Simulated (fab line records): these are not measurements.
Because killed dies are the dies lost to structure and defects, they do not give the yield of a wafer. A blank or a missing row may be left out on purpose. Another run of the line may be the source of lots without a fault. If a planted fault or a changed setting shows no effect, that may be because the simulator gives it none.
fab line records	flow rit_cmos
record: lots: 7	wafers: 21	last_day: 7
route steps=202 shown PWELL@49 WELLDRIVE@50 NWELL@51 NRETRO@53 PRETRO@64 M1@202
lots that met no fault: from a run of the same line without faults
start_h: the number of hours between the record's first day and the start of the first shown wafer of the lot	wait_h: how many hours have passed since the lot's step before this one	" unchanged from the row above	L1.1+2: a single row standing in for several wafers	- either no value or no given start	* or withheld: withheld	< > ~ a bound
route shown NAME@n: a module of which the file shows steps, and the number in the route of the first	usual: average and standard deviation across the fault-free wafers	same: alike in all rows	chamber/n: place in a boat	sites: the reading at each site	_std_site: the standard deviation of these	_edge_site: mean of outer sites minus mean of inner sites	radius_mm: for every site, how far away it sits from the centre of the wafer	mask NAME#n: copy n	behind: the most recent tool/chamber to have shaped the wafer	hold: what put the lot on hold/how long, in hours/how the hold closed	device: transistor that didn't switch, given as n, p or np	end of line: tests run on the same wafers once the route is complete	a step without rows: its recipe alone	killed: not the wafer's yield, but the dies lost to structure and defects at the first sort	map: the dies of a wafer, with x for killed, . for not killed, _ for no die there
set.NAME: the setting that was run; set.NAME@STEP: the one run at that earlier step	model.NAME: the simulator's own value behind a step, which no gauge read
lots at selected steps of the route; one table per step, one row per wafer
services: when a tool's chamber went out of use (start_h, in hours from the record's first day, below 0 if earlier), for how many hours, and the reason
== steps ==
step: RIT_PWELL_TW_MEAS_10
usual: PWELL_TW: 941/8.5
lot.wafer	tool	chamber	start_h	wait_h	PWELL_TW
L636.1	film_metro-04	-	48.90	0.1	932
L636.3	"	-	"	"	932
L636.4	"	-	"	"	929
L643.1	film_metro-04	-	84.69	0.1	938
L643.2	"	-	"	"	937
L643.5	"	-	"	"	934
L644.1	film_metro-02	-	93.24	0.1	944
L644.3	"	-	"	"	953
L644.6	"	-	"	"	946
L646.1	film_metro-04	-	100.10	0.1	935
L646.2	"	-	"	"	934
L646.5	"	-	"	"	935
L647.2	film_metro-04	-	105.25	0.1	934
L647.3	"	-	"	"	935
L647.6	"	-	"	"	938
L649.3	film_metro-02	-	113.55	0.1	951
L649.4	"	-	"	"	955
L649.5	"	-	"	"	952
L654.1	film_metro-03	-	141.17	0.1	936
L654.2	"	-	"	"	940
L654.4	"	-	"	"	940
step: RIT_WELLDRIVE_ANNEAL_00
recipe: temp_c: 1100	time_s: 14700	ambient: N2
step: RIT_WELLDRIVE_RS_MEAS_01
recipe: thk_meas_gauge: four-point-probe
usual: NWELL_RS: 275.5/0.63
lot.wafer	tool	chamber	start_h	wait_h	NWELL_RS[ohm/sq]
L636.1	film_metro-04	-	54.04	0.0	275.6
L636.3	"	-	"	"	276.2
L636.4	"	-	"	"	275.5
L643.1	film_metro-02	-	90.75	0.0	275.0
L643.2	"	-	"	"	273.7
L643.5	"	-	"	"	274.8
L644.1	film_metro-03	-	98.39	0.0	274.9
L644.3	"	-	"	"	275.0
L644.6	"	-	"	"	276.4
L646.1	film_metro-03	-	106.35	0.0	276.3
L646.2	"	-	"	"	275.9
L646.5	"	-	"	"	276.0
L647.2	film_metro-03	-	111.45	0.0	275.7
L647.3	"	-	"	"	275.9
L647.6	"	-	"	"	276.4
L649.3	film_metro-02	-	118.71	0.0	275.2
L649.4	"	-	"	"	275.1
L649.5	"	-	"	"	275.2
L654.1	film_metro-03	-	146.60	0.0	275.7
L654.2	"	-	"	"	275.4
L654.4	"	-	"	"	275.1
step: RIT_WELLDRIVE_RS_MEAS_02
recipe: thk_meas_gauge: four-point-probe
usual: PWELL_RS: 426.3/1.2
lot.wafer	tool	chamber	start_h	wait_h	PWELL_RS[ohm/sq]
L636.1	film_metro-04	-	54.16	0.1	427.8
L636.3	"	-	"	"	428.3
L636.4	"	-	"	"	428.0
L643.1	film_metro-02	-	90.87	0.1	427.3
L643.2	"	-	"	"	426.6
L643.5	"	-	"	"	425.9
L644.1	film_metro-03	-	98.51	0.1	427.2
L644.3	"	-	"	"	426.5
L644.6	"	-	"	"	426.5
L646.1	film_metro-03	-	106.47	0.1	427.5
L646.2	"	-	"	"	428.0
L646.5	"	-	"	"	427.8
L647.2	film_metro-03	-	111.57	0.1	427.5
L647.3	"	-	"	"	428.4
L647.6	"	-	"	"	428.1
L649.3	film_metro-02	-	118.83	0.1	427.0
L649.4	"	-	"	"	426.1
L649.5	"	-	"	"	426.3
L654.1	film_metro-03	-	146.72	0.1	424.8
L654.2	"	-	"	"	423.3
L654.4	"	-	"	"	425.1
step: RIT_NRETRO_HMDS_00
recipe: prime_time_s: 60	prime_temp_c: 140
step: RIT_NRETRO_COAT_01
recipe: resist: NOVOLAK	spin_rpm: 2000	resist_thk_nm: 1300
step: RIT_NRETRO_SOFTBAKE_02
recipe: resist: NOVOLAK	temp_c: 90	time_s: 60
step: RIT_NRETRO_EXPOSE_03
recipe: mask_id: M4	na: 0.57	target_cd_nm: 43900	dose_mj: 250
step: RIT_NRETRO_PEB_04
recipe: resist: NOVOLAK	temp_c: withheld	time_s: withheld
step: RIT_NRETRO_DEVELOP_05
recipe: resist: NOVOLAK	develop_time_s: 68	dev_temp_c: 23
step: RIT_NRETRO_OVL_MEAS_06
usual: NRETRO_OVL: 0.5/1.5
lot.wafer	tool	chamber	start_h	wait_h	NRETRO_OVL[nm]
L636.1	overlay-02	-	55.16	-	0.6
L636.3	"	-	"	"	1.2
L636.4	"	-	"	"	1.1
L643.1	overlay-01	-	92.03	-	1.1
L643.2	"	-	"	"	2.3
L643.5	"	-	"	"	1.3
L644.1	overlay-01	-	99.63	-	1.0
L644.3	"	-	"	"	0.5
L644.6	"	-	"	"	0.3
L646.1	overlay-02	-	107.58	-	0.9
L646.2	"	-	"	"	1.1
L646.5	"	-	"	"	1.3
L647.2	overlay-02	-	112.68	-	0.8
L647.3	"	-	"	"	-0.9
L647.6	"	-	"	"	0.2
L649.3	overlay-01	-	119.93	-	3.7
L649.4	"	-	"	"	3.3
L649.5	"	-	"	"	3.0
L654.1	overlay-02	-	147.84	-	-0.7
L654.2	"	-	"	"	-2.1
L654.4	"	-	"	"	-2.7
step: RIT_NRETRO_HARDBAKE_07
recipe: resist: NOVOLAK	temp_c: 140	time_s: 120
step: RIT_NRETRO_IMPLANT_08
recipe: species: P	energy_kev: 70	dose_cm2: 1.007e+13	tilt_deg: 7
usual: beam_energy_keV: 70.001/0.022	beam_on_s: 10.01/0.22	faraday_current_uA: 31.9/0.71
lot.wafer	tool	chamber	start_h	wait_h	beam_energy_keV	beam_on_s	faraday_current_uA	model.implant.rp_nm	model.implant.drp_nm
L636.1	implanter-02	0	55.45	0.2	70.000	9.68	33.1	84.32	33.94
L636.3	"	0	"	"	70.009	9.88	32.2	84.32	33.94
L636.4	"	0	"	"	70.001	10.08	31.6	84.32	33.94
L643.1	implanter-03	0	92.32	0.2	69.977	9.79	32.6	87.44	33.94
L643.2	"	0	"	"	69.931	9.99	31.9	87.44	33.94
L643.5	"	0	"	"	69.993	9.97	32.1	87.44	33.94
L644.1	implanter-02	0	99.92	0.2	79.074	9.96	31.9	96.75	37.58
L644.3	"	0	"	"	79.057	10.00	31.8	96.75	37.58
L644.6	"	0	"	"	79.055	9.88	32.4	96.75	37.58
L646.1	implanter-02	0	107.86	0.2	79.108	10.12	31.6	97.8	37.58
L646.2	"	0	"	"	79.117	10.26	31.0	97.8	37.58
L646.5	"	0	"	"	79.098	9.82	32.7	97.8	37.58
L647.2	implanter-02	0	113.11	0.2	79.104	10.52	30.3	95.7	37.58
L647.3	"	0	"	"	79.067	9.77	32.5	95.7	37.58
L647.6	"	0	"	"	79.090	10.59	30.1	95.7	37.58
L649.3	implanter-01	0	120.25	0.2	70.002	10.28	31.0	87.22	33.94
L649.4	"	0	"	"	69.990	9.72	32.9	87.22	33.94
L649.5	"	0	"	"	69.991	10.19	31.5	87.22	33.94
L654.1	implanter-01	0	148.13	0.2	70.013	10.20	31.2	86.72	33.94
L654.2	"	0	"	"	70.021	10.08	31.8	86.72	33.94
L654.4	"	0	"	"	70.027	9.85	32.4	86.72	33.94
step: RIT_NRETRO_STRIP_09
recipe: chemistry: O2	time_s: 180	resist: NOVOLAK	platen_temp_c: withheld	power_w: 500	pressure_mtorr: 4000	o2_flow_sccm: 4000
usual: drypump_motor_current_A: 5.6/0.66
lot.wafer	tool	chamber	start_h	wait_h	drypump_motor_current_A	rf_hours_counter_h
L636.1	plasma_asher-02	1	55.60	0.1	5.1	43
L636.3	"	1	"	"	5.1	-
L636.4	"	0	"	"	5.4	-
L643.1	plasma_asher-04	0	92.47	0.1	5.4	44
L643.2	"	1	"	"	6.6	44
L643.5	"	0	"	"	5.4	-
L644.1	plasma_asher-02	1	100.22	0.2	5.1	46
L644.3	"	1	"	"	5.1	-
L644.6	"	1	"	"	5.1	-
L646.1	plasma_asher-01	0	108.01	0.1	4.9	33
L646.2	"	1	"	"	6.4	33
L646.5	"	0	"	"	4.9	-
L647.2	plasma_asher-01	1	113.23	0.1	6.4	34
L647.3	"	0	"	"	4.9	-
L647.6	"	1	"	"	6.4	-
L649.3	plasma_asher-02	0	120.41	0.1	5.4	-
L649.4	"	1	"	"	5.1	-
L649.5	"	0	"	"	5.4	-
L654.1	plasma_asher-04	1	148.28	0.1	6.7	50
L654.2	"	0	"	"	5.4	50
L654.4	"	1	"	"	6.7	-
step: RIT_NRETRO_TW_MEAS_10
usual: NRETRO_TW: 1048/14
lot.wafer	tool	chamber	start_h	wait_h	NRETRO_TW
L636.1	film_metro-04	-	55.78	0.1	1027
L636.3	"	-	"	"	1026
L636.4	"	-	"	"	1025
L643.1	film_metro-02	-	92.64	0.1	1046
L643.2	"	-	"	"	1049
L643.5	"	-	"	"	1047
L644.1	film_metro-01	-	100.39	0.1	1098
L644.3	"	-	"	"	1097
L644.6	"	-	"	"	1097
L646.1	film_metro-01	-	108.19	0.1	1091
L646.2	"	-	"	"	1098
L646.5	"	-	"	"	1095
L647.2	film_metro-01	-	113.42	0.1	1091
L647.3	"	-	"	"	1091
L647.6	"	-	"	"	1094
L649.3	film_metro-01	-	120.55	0.1	1049
L649.4	"	-	"	"	1057
L649.5	"	-	"	"	1055
L654.1	film_metro-04	-	148.46	0.1	1027
L654.2	"	-	"	"	1024
L654.4	"	-	"	"	1025
step: RIT_PRETRO_HMDS_00
recipe: prime_time_s: 60	prime_temp_c: 140
step: RIT_M1_PROBE_99
usual: killed_at_M0_to_M3: 0.0/0.2	killed_at_contacts: 0.1/0.25	killed_at_front_end: 6/3.1	killed_dies: 6/3.1	killed_open: 2.9/2	killed_short: 3.3/2
same: gross_dies: 264	killed_at_M4_up: 0	killed_at_back_side: 0	killed_at_other: 0
lot.wafer	tool	chamber	start_h	wait_h	killed_at_M0_to_M3	killed_at_contacts	killed_at_front_end	killed_dies	killed_open	killed_short	model.etest.cap_p_gate.c_min_ff_um2	model.etest.pmos_0p15.vt_long_v	model.etest.pmos_narrow.vt_v	model.etest.pmos_0p3.vt_v	model.etest.pmos_0p3.vt_sat_v
L636.1	prober-01	-	86.03	0.1	0	0	5	5	1	4	2.316	-0.5549	-0.4743	-0.4947	-0.4732
L636.3	prober-01	-	86.13	0.2	0	0	8	8	4	4	2.347	-0.5429	-0.4651	-0.4858	-0.4623
L636.4	prober-01	-	86.18	0.2	2	0	2	4	0	2	2.336	-0.5505	-0.4718	-0.4927	-0.4705
L643.1	prober-02	-	122.73	0.1	0	1	6	7	5	2	2.307	-0.5682	-0.4844	-0.5098	-0.4889
L643.2	prober-02	-	122.78	0.1	0	0	3	3	1	2	2.308	-0.5714	-0.4905	-0.5124	-0.4906
L643.5	prober-02	-	122.93	0.2	0	0	7	7	3	4	2.315	-0.5788	-0.498	-0.5208	-0.4972
L644.1	prober-01	-	126.98	0.1	0	0	3	3	2	1	2.267	-0.5594	-0.4784	-0.5048	-0.4806
L644.3	prober-01	-	127.08	0.2	0	0	6	6	4	2	2.292	-0.5533	-0.4717	-0.497	-0.4727
L644.6	prober-01	-	127.23	0.2	0	0	3	3	2	1	2.276	-0.5539	-0.4727	-0.497	-0.4735
L646.1	prober-01	-	138.20	0.1	0	0	4	4	3	1	2.26	-0.5423	-0.4622	-0.4848	-0.4619
L646.2	prober-01	-	138.25	0.1	0	0	8	8	6	2	2.276	-0.5436	-0.462	-0.4889	-0.4634
L646.5	prober-01	-	138.40	0.2	0	0	3	3	0	3	2.274	-0.5463	-0.4647	-0.4893	-0.4654
L647.2	prober-02	-	144.48	0.1	0	0	3	3	2	1	2.28	-0.553	-0.4768	-0.497	-0.4736
L647.3	prober-02	-	144.53	0.2	0	0	9	9	3	6	2.27	-0.5616	-0.4849	-0.5058	-0.4825
L647.6	prober-02	-	144.68	0.2	0	0	5	5	3	2	2.276	-0.5544	-0.477	-0.4974	-0.4727
L649.3	prober-02	-	148.48	0.2	0	0	3	3	1	2	2.321	-0.5537	-0.4765	-0.4966	-0.4757
L649.4	prober-02	-	148.53	0.2	0	0	4	4	1	3	2.327	-0.5565	-0.4786	-0.5	-0.477
L649.5	prober-02	-	148.58	0.2	0	0	2	2	0	2	2.331	-0.5491	-0.4701	-0.4929	-0.4684
L654.1	prober-01	-	176.13	0.1	0	0	13	13	4	9	2.34	-0.5705	-0.4905	-0.5107	-0.4867
L654.2	prober-01	-	176.18	0.1	0	0	8	8	4	4	2.304	-0.5685	-0.483	-0.5087	-0.4875
L654.4	prober-01	-	176.28	0.2	0	0	5	5	3	2	2.309	-0.5686	-0.4904	-0.5101	-0.4874
killed by level:class
L636.1 SPACER:geometric_particle:short=3 GATE:geometric_particle:open=1 GATE:geometric_particle:short=1
L636.3 GATE:geometric_particle:short=4 GATE:geometric_particle:open=3 SPACER:geometric_particle:open=1
L636.4 M1:coat_microbubble_printed=2 GATE:geometric_particle:short=1 SILICIDE:geometric_particle:short=1
L643.1 GATE:geometric_particle:open=3 FOX1:geometric_particle:open=1 FOX2:geometric_particle:short=1 GATE:geometric_particle:short=1 CONTACT:geometric_particle:open=1
L643.2 FOX1:geometric_particle:open=1 FOX1:geometric_particle:short=1 GATE:geometric_particle:short=1
L643.5 GATE:geometric_particle:open=3 GATE:geometric_particle:short=2 SPACER:geometric_particle:short=1 SILICIDE:geometric_particle:short=1
L644.1 FOX1:geometric_particle:short=1 GATE:geometric_particle:open=1 SILICIDE:geometric_particle:open=1
L644.3 SILICIDE:geometric_particle:open=2 GATE:geometric_particle:short=1 GATE:geometric_particle:open=1 REOX:geometric_particle:open=1 SILICIDE:geometric_particle:short=1
L644.6 FOX1:geometric_particle:open=1 GATE:geometric_particle:open=1 REOX:geometric_particle:short=1
L646.1 GATE:geometric_particle:open=2 GATE:geometric_particle:short=1 REOX:geometric_particle:open=1
L646.2 FOX1:geometric_particle:open=2 GATE:geometric_particle:open=2 GATE:geometric_particle:short=2 SILICIDE:geometric_particle:open=2
L646.5 GATE:geometric_particle:short=1 REOX:geometric_particle:short=1 SILICIDE:geometric_particle:short=1
L647.2 FOX1:geometric_particle:open=1 GATE:geometric_particle:short=1 SILICIDE:geometric_particle:open=1
L647.3 GATE:geometric_particle:short=2 SILICIDE:geometric_particle:short=2 FOX1:geometric_particle:open=1 FOX1:geometric_particle:short=1 REOX:geometric_particle:open=1 REOX:geometric_particle:short=1 SILICIDE:geometric_particle:open=1
L647.6 GATE:geometric_particle:open=3 GATE:geometric_particle:short=2
L649.3 FOX1:geometric_particle:short=1 GATE:geometric_particle:open=1 SILICIDE:geometric_particle:short=1
L649.4 GATE:geometric_particle:open=1 GATE:geometric_particle:short=1 REOX:geometric_particle:short=1 SILICIDE:geometric_particle:short=1
L649.5 SILICIDE:geometric_particle:short=2
L654.1 SPACER:geometric_particle:short=3 SILICIDE:geometric_particle:short=3 GATE:geometric_particle:short=2 REOX:geometric_particle:open=2 FOX1:geometric_particle:open=1 FOX1:geometric_particle:short=1 SPACER:geometric_particle:open=1
L654.2 FOX1:geometric_particle:short=2 GATE:geometric_particle:short=2 FOX2:geometric_particle:open=1 GATE:geometric_particle:open=1 SPACER:geometric_particle:open=1 SILICIDE:geometric_particle:open=1
L654.4 FOX2:geometric_particle:open=3 GATE:geometric_particle:short=1 SPACER:geometric_particle:short=1
== services ==
tool	chamber	start_h	hours	kind
implanter-01	-	32.01	1.9	repair
implanter-03	-	34.00	2.7	repair
implanter-03	-	68.10	3.8	repair
plasma_asher-02	-	71.80	14.6	pm
implanter-02	-	82.09	4.3	repair
implanter-02	-	116.09	2.6	repair
implanter-02	-	118.66	6.6	pm
implanter-02	-	145.86	2.5	repair
== key ==
first_sign: step: RIT_NRETRO_IMPLANT_08	reading: beam_energy_keV	direction: up	sigmas: 99+	usual: 70.001	struck: 79.086
effect: step: RIT_NRETRO_TW_MEAS_10	reading: NRETRO_TW	direction: up	sigmas: 3.3	usual: 1048	struck: 1095
model_effect: step: RIT_NRETRO_IMPLANT_08	value: implant.rp_nm	without: 85.32	struck: 96.75
model_effect: step: RIT_M1_PROBE_99	value: etest.cap_p_gate.c_min_ff_um2	without: 2.315	struck: 2.275
met_at RIT_NRETRO_IMPLANT_08
struck_wafers L644.1,L644.3,L644.6,L646.1,L646.2,L646.5,L647.2,L647.3,L647.6
tester_left_out L644,L646,L647
onset_between 55.45 99.92
fault: kind: process_parameter_drift	tool: implanter-02	chamber: -	onset_h: 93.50	steps: RIT_NRETRO_IMPLANT_08	channel: energy_kev	offset: 9.1	shape: step	end_h: 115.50	acts_in: these_recipes_only	stated: 70
tester_left_out: of these lots the tester's yield and bins aren't shown, on N5 and GAA mostly nor the transistor test; their killed dies are dies lost to structure and defects alone, not to doping, threshold or leakage, so they don't give the yield
